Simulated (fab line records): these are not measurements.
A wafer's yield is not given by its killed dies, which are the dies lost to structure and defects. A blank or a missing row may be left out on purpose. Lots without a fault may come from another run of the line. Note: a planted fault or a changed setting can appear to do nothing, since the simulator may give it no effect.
Struck lot and sound lot, side by side | flow berkeleyCmos170 | 27 out of 331 route steps
Sound: these wafers, L534.1, L534.4, L534.6. Wafers L547.2, L547.3, L547.4 were the ones struck. The cause comes at the end.
At each step with rows: each side's tool, then ch and its chambers, then its first start. Under that, the readings that differ: sound wafers | struck wafers | difference of the means | sigmas: that difference in standard deviations of wafers without a fault.
alike: a reading whose means differ by less than 2 such deviations, as well as words and numbers matching on both sides. not compared: withheld readings; readings where some wafer has no value; bounds like >300 that might hide an equal value; numbers whose values overlap and for which the record gives no deviation.
Wherever a step has rows on one side only, a row that says differs or no value, or a row with sigmas, the two part there. When numbers do not overlap yet have no deviation, they are printed without sigmas and do not part them. A reading that every wafer of one side lacks parts them only if that side has two wafers or more.

first, 5 steps without rows for these wafers: UCB170_CONTACT_COAT_10 (resist thk 900 nm); UCB170_CONTACT_SOFTBAKE_11 (time 60 s); UCB170_CONTACT_EXPOSE_12 (exposes mask CONT, target cd 700 nm); UCB170_CONTACT_PEB_13; UCB170_CONTACT_DEVELOP_14 (develop time 45 s).
UCB170_CONTACT_CD_MEAS_15: the cd target is 700 nm.
  sound on cdSem-02 at day 7 18:19; struck on cdSem-02 at day 10 16:45
  alike: cdNm
UCB170_CONTACT_OVL_MEAS_16:
  sound on overlay-01 at day 7 18:26; struck on overlay-01 at day 10 16:51
  alike: CONTACT_OVL
UCB170_CONTACT_ETCH_17: etches BARC in N2/H2.
  sound on rieDiel-01 ch 0,1,2, day 7 18:28; struck on rieDiel-02 ch 0,2,3, day 10 16:53
  alike: drypumpMotorCurrentA, oesProductAu, throttleValvePct
UCB170_CONTACT_ETCH_18: etches PSG in CHF3/CF4/Ar, stops on TiSi2, target depth 840 nm, time 195 s.
  sound: rieDiel-01 ch 0,1,2; struck: rieDiel-02 ch 0,2,3
  alike: drypumpMotorCurrentA, mfcArSccm, oesProductAu, throttleValvePct
  not compared: rfHoursCounterH
UCB170_CONTACT_STRIP_19: strips in O2.
  sound on plasmaAsher-04 ch 0,1, day 7 18:38; struck on plasmaAsher-04 ch 0,1, day 10 17:03
  alike: drypumpMotorCurrentA, oesProductAu
  not compared: rfHoursCounterH
UCB170_CONTACT_CD_MEAS_90: the cd target is 700 nm.
  sound on cdSem-02 at day 7 18:44; struck on cdSem-01 at day 10 17:10
  alike: cdNm
then, 1 step without rows for these wafers: UCB170_CONTACT_CLEAN_20 (cleans in SPM, time 600 s).
UCB170_M1_SPUTTER_00: material Al, target thk 600 nm, time 80 s.
  sound on pvdSputter-03 at day 7 19:01; struck on pvdSputter-03 at day 10 17:27
  alike: throttleValvePct
UCB170_M1_RS_MEAS_01: uses a four-point probe to measure.
  sound on filmMetro-02 at day 7 19:05; struck on filmMetro-01 at day 10 17:32
reading           | sound                | struck               | difference | sigmas
M1_AL_RS (ohm/sq) | 0.0491 0.0490 0.0491 | 0.0580 0.0574 0.0577 | +0.0086    | +15
UCB170_M1_THK_MEAS_02: measures by xrf.
  sound on filmMetro-02 at day 7 19:13; struck on filmMetro-01 at day 10 17:38
reading        | sound       | struck      | difference | sigmas
M1_AL_THK (nm) | 603 601 601 | 519 526 524 | -79        | -10
then, 6 steps without rows for these wafers: UCB170_M1_COAT_03; UCB170_M1_COAT_04 (resist thk 900 nm); UCB170_M1_SOFTBAKE_05 (time 60 s); UCB170_M1_EXPOSE_06 (exposes mask METAL1, target cd 700 nm); UCB170_M1_PEB_07; UCB170_M1_DEVELOP_08 (develop time 45 s).
UCB170_M1_CD_MEAS_09: the cd target is 700 nm.
  sound on cdSem-01 at day 7 20:38; struck on cdSem-01 at day 10 19:00
  alike: cdNm
UCB170_M1_OVL_MEAS_10:
  sound on overlay-02 at day 7 20:45; struck on overlay-01 at day 10 19:06
  alike: M1_OVL
UCB170_M1_ETCH_11: etches BARC in N2/H2.
  sound on rieDiel-01 ch 0,1,3, day 7 20:47; struck on rieDiel-04 ch 1,2,3, day 10 19:08
  alike: drypumpMotorCurrentA, oesProductAu, throttleValvePct
UCB170_M1_METAL_ETCH_12: etches Al in Cl2/BCl3, stops on PSG, target depth 780 nm, time 130 s.
  sound on rieMetal-03 ch 0,1, day 7 20:50; struck on rieMetal-02 ch 0,1, day 10 19:11
reading                  | sound       | struck      | difference | sigmas
drypumpMotorCurrentA (A) | 4.6 4.6 4.8 | 5.8 5.8 5.2 | +0.9       | +2
  alike: bcl3FlowSccm, oesProductAu, throttleValvePct
  not compared: rfHoursCounterH
UCB170_M1_STRIP_13: strips in O2.
  sound on plasmaAsher-01 ch 0,1, day 7 20:58; struck on plasmaAsher-03 ch 0,1, day 10 19:19
  alike: drypumpMotorCurrentA, oesProductAu
  not compared: rfHoursCounterH
then, 1 step without rows for these wafers: UCB170_M3_PROBE_99.

WHERE THEY PART
At UCB170_M1_RS_MEAS_01 first; at UCB170_M1_METAL_ETCH_12 last (within this record only). Later steps at which nothing parts them and some readings are alike: UCB170_M1_STRIP_13.

WHY: the cause the simulator had injected
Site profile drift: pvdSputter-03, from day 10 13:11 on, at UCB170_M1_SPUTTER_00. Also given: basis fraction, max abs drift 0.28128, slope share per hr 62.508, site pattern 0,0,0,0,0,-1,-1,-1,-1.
